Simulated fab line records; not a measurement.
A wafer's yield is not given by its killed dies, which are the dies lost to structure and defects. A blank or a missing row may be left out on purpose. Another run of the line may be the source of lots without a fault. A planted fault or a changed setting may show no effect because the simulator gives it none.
fab line records -- flow berkeleyCmos170
record: lots: 5, wafers: 15, lastDay: 12
route steps=331 shown V2@293
lots that met no fault: taken from a fault-free run of the same line
startH: hours from the record's opening day to when the first of the lot's shown wafers began -- waitH: hours from the lot's prior step to this one -- " the same as in the row above -- L1.1+2: a single row standing in for several wafers -- - no value, or no start given -- * or withheld: withheld -- < > ~ a bound
route shown NAME@n: a module of which the file shows steps, and the number in the route of the first -- usual: mean/standard deviation of fault-free wafers -- same: alike in all rows -- chamber/n: place in a boat -- sites: each site's reading -- _std_site: how widely they spread, as a standard deviation -- _edge_site: outer sites' mean less inner sites' -- radiusMm: for every site, how far away it sits from the centre of the wafer -- mask NAME#n: copy n -- behind: tool/chamber where the wafer was last shaped -- hold: why the lot went on hold/how many hours it stayed there/how the hold came to an end -- device: transistor that didn't switch, given as n, p or np -- end of line: tests run on the same wafers once the route is complete -- a step with no rows: only its recipe -- killed: dies that structure and defects cost at the first sort, which is not the same as the wafer's yield -- map: dies across one wafer; x = killed, . = not, _ = none there
set.NAME: the setting that was run; set.NAME@STEP: the one run at that earlier step -- model.NAME: the simulator's own value behind a step, which no gauge read
lots seen at some steps along the route; tables by step, rows by wafer
services: the hour from which a tool's chamber was out of use, counted from the record's first day as startH (under 0 if before that day), plus the number of hours and why
== steps ==
step: UCB170_V2_THK_MEAS_01
recipe: reads: SiO2_of_V2_CVD_00
usual: V2_TEOS_THK: 1998/25
lot.wafer,tool,chamber,startH,waitH,V2_TEOS_THK[nm]
L078.2,filmMetro-04,-,188.79,0.1,1955
L078.3,filmMetro-04,-,188.79,0.1,1955
L078.6,filmMetro-04,-,188.79,0.1,1999
L089.3,filmMetro-02,-,258.64,0.1,2011
L089.4,filmMetro-02,-,258.64,0.1,2031
L089.5,filmMetro-02,-,258.64,0.1,2022
L095.1,filmMetro-04,-,277.49,0.1,1994
L095.2,filmMetro-04,-,277.49,0.1,1998
L095.4,filmMetro-04,-,277.49,0.1,2019
L097.2,filmMetro-03,-,289.12,0.1,1986
L097.4,filmMetro-03,-,289.12,0.1,2021
L097.5,filmMetro-03,-,289.12,0.1,2005
L096.1,filmMetro-02,-,290.02,0.1,1962
L096.4,filmMetro-02,-,290.02,0.1,1962
L096.6,filmMetro-02,-,290.02,0.1,2007
step: UCB170_V2_CMP_02
recipe: material: SiO2, downForcePsi: 6, platenRpm: 60, padVelocityMS: 0.75398
usual: motorCurrentA: 16.5/1.4
lot.wafer,tool,chamber,startH,waitH,motorCurrentA
L078.2,cmp-02,2,188.89,0.1,14.1
L078.3,cmp-02,0,188.89,0.1,16.9
L078.6,cmp-02,1,188.89,0.1,17.7
L089.3,cmp-02,0,258.68,0.0,17.4
L089.4,cmp-02,1,258.68,0.0,17.8
L089.5,cmp-02,1,258.68,0.0,18.7
L095.2,cmp-02,0,277.60,0.1,18.2
L095.1,cmp-02,1,277.60,0.1,18.5
L095.4,cmp-02,2,277.60,0.1,14.1
L097.4,cmp-02,2,289.27,0.1,13.4
L097.2,cmp-02,3,289.27,0.1,15.4
L097.5,cmp-02,1,289.27,0.1,18.6
L096.1,cmp-02,2,290.18,0.1,13.9
L096.4,cmp-02,3,290.18,0.1,14.2
L096.6,cmp-02,1,290.18,0.1,18.5
step: UCB170_V2_BOW_MEAS_03
recipe: mode: bow
usual: V2_BOW: 37/6.7
lot.wafer,tool,chamber,startH,waitH,V2_BOW[um]
L078.2,filmMetro-04,-,189.16,0.2,49
L078.3,filmMetro-04,-,189.16,0.2,42
L078.6,filmMetro-04,-,189.16,0.2,42
L089.3,filmMetro-02,-,259.02,0.3,38
L089.4,filmMetro-02,-,259.02,0.3,36
L089.5,filmMetro-02,-,259.02,0.3,38
L095.1,filmMetro-02,-,277.85,0.1,34
L095.2,filmMetro-02,-,277.85,0.1,31
L095.4,filmMetro-02,-,277.85,0.1,32
L097.2,filmMetro-02,-,289.49,0.1,31
L097.4,filmMetro-02,-,289.49,0.1,39
L097.5,filmMetro-02,-,289.49,0.1,33
L096.1,filmMetro-03,-,290.38,0.1,42
L096.4,filmMetro-03,-,290.38,0.1,60
L096.6,filmMetro-03,-,290.38,0.1,51
step: UCB170_V2_THK_MEAS_04
recipe: reads: SiO2_of_V2_CVD_00
usual: V2_POLISHED_THK: 1000.5/0.86
lot.wafer,tool,chamber,startH,waitH,V2_POLISHED_THK[nm]
L078.2,filmMetro-04,-,189.27,0.1,999.8
L078.3,filmMetro-04,-,189.27,0.1,1001.5
L078.6,filmMetro-04,-,189.27,0.1,999.1
L089.3,filmMetro-02,-,259.12,0.1,1001.4
L089.4,filmMetro-02,-,259.12,0.1,1000.3
L089.5,filmMetro-02,-,259.12,0.1,1000.1
L095.1,filmMetro-02,-,277.97,0.1,999.6
L095.2,filmMetro-02,-,277.97,0.1,1001.3
L095.4,filmMetro-02,-,277.97,0.1,1001.9
L097.2,filmMetro-02,-,289.60,0.1,1000.5
L097.4,filmMetro-02,-,289.60,0.1,1000.4
L097.5,filmMetro-02,-,289.60,0.1,1000.3
L096.1,filmMetro-03,-,290.50,0.1,1001.2
L096.4,filmMetro-03,-,290.50,0.1,1000.5
L096.6,filmMetro-03,-,290.50,0.1,1001.3
step: UCB170_V2_CLEAN_05
recipe: chemistry: DIW
lot.wafer,tool,chamber,startH,waitH
L078.2+3+6,wetBench-02,0,189.32,0.0
L089.3+4+5,wetBench-02,3,259.16,0.0
L095.1+2+4,wetBench-02,2,278.03,0.1
L097.2+4+5,wetBench-02,3,289.65,0.0
L096.1+4+6,wetBench-02,2,290.56,0.1
step: UCB170_V2_HMDS_06
recipe: primeTimeS: 60, primeTempC: 100
lot.wafer,tool,chamber,startH,waitH
L078.2+3+6,lithoTrack-04,0,189.70,0.0
L089.3+4+5,lithoTrack-04,0,259.38,0.1
L095.1+2+4,lithoTrack-01,0,278.21,0.0
L097.2+4+5,lithoTrack-02,0,289.92,0.1
L096.1+4+6,lithoTrack-02,0,290.80,0.0
step: UCB170_V2_COAT_07
recipe: resist: KrF, spinRpm: 1500, resistThkNm: 900
lot.wafer,tool,chamber,startH,waitH
L078.2+3+6,lithoTrack-04,0,189.85,0.1
L089.3+4+5,lithoTrack-04,0,259.53,0.1
L095.1+2+4,lithoTrack-01,0,278.36,0.1
L097.2+4+5,lithoTrack-02,0,290.07,0.1
L096.1+4+6,lithoTrack-02,0,290.95,0.1
== services ==
tool,chamber,startH,hours,kind
lithoTrack-02,-,170.91,-,consumableReplace:filter
cmp-02,-,243.91,1.2,repair
cmp-02,-,259.36,1.1,repair
cmp-02,-,271.78,3.1,repair
== key ==
fault none
